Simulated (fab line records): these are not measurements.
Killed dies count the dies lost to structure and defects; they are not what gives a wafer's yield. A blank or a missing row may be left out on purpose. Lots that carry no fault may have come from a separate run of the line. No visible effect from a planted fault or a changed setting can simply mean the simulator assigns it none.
A single fault, viewed from 2 desks + flow rit cmos + each desk holds nothing but its own numbers, with what lay behind them at the end

AT THE METROLOGY DESK
What the gauges read for every lot (on any tool): the sampled wafers with a number, averaged. Any lot whose mean is over 4 standard deviations away from the usual mean is out of limits and marked OUT; that distance is given in the brackets.
Columns: A = PLDD_TW at RIT_PLDD_TW_MEAS_10, usual 2365
| lot  | first seen here | A                    |
|------|-----------------|----------------------|
| L801 | day 2 22:43     | 2361                 |
| L802 | day 3 05:32     | 2356                 |
| L803 | day 3 07:41     | 2369                 |
| L804 | day 3 14:56     | 2359                 |
| L805 | day 3 19:16     | 2354                 |
| L806 | day 3 22:40     | 2355                 |
| L809 | day 4 12:25     | 2374                 |
| L811 | day 5 02:30     | 2374                 |
| L813 | day 5 08:02     | 30 (-99 or more) OUT |
| L814 | day 5 12:11     | 2369                 |
| L821 | day 6 23:41     | 2350                 |
| L823 | day 7 12:04     | 2369                 |
| L824 | day 7 19:41     | 2365                 |
This desk's result: L813 out of limits, first on L813 (PLDD_TW at RIT_PLDD_TW_MEAS_10), day 5 08:02. In limits: L801, L802, L803, L804, L805, L806, L809, L811, L814, L821, L823, L824.

TOOL OWNER'S DESK, plasma asher-02
The tool's own readings at RIT_NLDD_STRIP_09 (strips in O2, time 180 s): means of the sampled wafers that have a number, for each lot that ran on this tool. Any lot whose mean is over 4 standard deviations away from the usual mean is out of limits and marked OUT; that distance is given in the brackets.
Columns: A = drypump motor current A at RIT_NLDD_STRIP_09, usual 5.8 A; B = rf refl power W at RIT_NLDD_STRIP_09, usual 7.2 W; C = run length s at RIT_NLDD_STRIP_09, usual 208.5 s
| lot  | first seen here | A   | B   | C                      |
|------|-----------------|-----|-----|------------------------|
| L803 | day 3 06:05     | 5.5 | 6.5 | 208.2                  |
| L804 | day 3 13:20     | 5.5 | 6.6 | 208.1                  |
| L806 | day 3 21:03     | 5.5 | 6.5 | 208.0                  |
| L811 | day 5 00:46     | 5.5 | 6.7 | 208.1                  |
| L813 | day 5 06:09     | 5.5 | 6.5 | 72.5 (-99 or more) OUT |
| L823 | day 7 10:16     | 5.8 | 6.9 | 208.3                  |
Finding of this desk: L813 out of limits; the first was L813 at day 5 06:09, on run length s at RIT_NLDD_STRIP_09. In limits: L803, L804, L806, L811, L823.

PUT TOGETHER
On L813, at day 5 06:09, an alarm was possible from the tool owner's desk.
Metrology desk: alarm possible at day 5 08:02 on L813.
Every lot named ran RIT_NLDD_STRIP_09 on plasma asher-02.

WHAT WAS PUT IN BY THE SIMULATOR
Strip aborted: plasma asher-02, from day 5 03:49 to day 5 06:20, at RIT_NLDD_STRIP_09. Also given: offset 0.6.
Shown lots that were struck: L813.
Hours from the fault's start to each desk's first reading out of limits: the tool owner's desk, 2; the metrology desk, 4.
